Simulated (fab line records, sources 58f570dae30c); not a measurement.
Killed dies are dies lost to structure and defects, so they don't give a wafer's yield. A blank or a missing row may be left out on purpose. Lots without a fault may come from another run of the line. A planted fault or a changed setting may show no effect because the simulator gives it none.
Chamber matching | flow berkeley_cmos170 | UCB170_V2_CMP_02 on cmp-01: 4 sister chambers
The step polishes SiO2. 8 wafers are shown with their chamber, then 9 later ones without.

WAFERS WITH THEIR CHAMBER
wafer  | chamber | motor_current_A (A)
L087.3 | 1       | 18.4
L088.1 | 0       | 14.1
L090.2 | 3       | 16.6
L090.4 | 2       | 16.0
L090.6 | 2       | 17.2
L090.1 | 0       | 15.2
L090.3 | 1       | 17.6
L090.5 | 3       | 15.7

WAFERS WITHOUT THEIR CHAMBER
wafer  | motor_current_A (A)
L092.2 | 15.9
L092.3 | 17.5
L092.5 | 17.6
L093.3 | 16.2
L093.4 | 15.2
L093.5 | 15.9
L097.1 | 18.3
L097.4 | 16.2
L097.5 | 14.4

WHICH CHAMBER EACH WENT THROUGH
wafer  | from the rows above          | in truth
L092.2 | can't be placed: 3 or 2 or 0 | 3
L092.3 | can't be placed: 1 or 2 or 3 | 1
L092.5 | can't be placed: 1 or 2 or 3 | 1
L093.3 | can't be placed: 3 or 2      | 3
L093.4 | can't be placed: 0 or 3 or 2 | 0
L093.5 | can't be placed: 3 or 2 or 0 | 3
L097.1 | can't be placed: 1 or 2      | 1
L097.4 | can't be placed: 3 or 2      | 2
L097.5 | 0                            | 0
Placed correctly: 1 of 9. Can't be placed from these rows: 8 (the true chamber is among the candidates in 8). Placed wrongly: 0.
How it was worked out, from the rows above alone: a wafer's distance from a chamber is the root of the sum, over the readings, of the square of ((its reading less the chamber's mean) divided by the reading's scatter). The wafer belongs to the nearest chamber; if the next one is less than 2 further off, it can't be placed. A chamber's mean is the mean of its shown wafers. The scatter: the root of (the sum of the squares of (reading less its chamber's mean) over the shown wafers, divided by (wafers less chambers)).
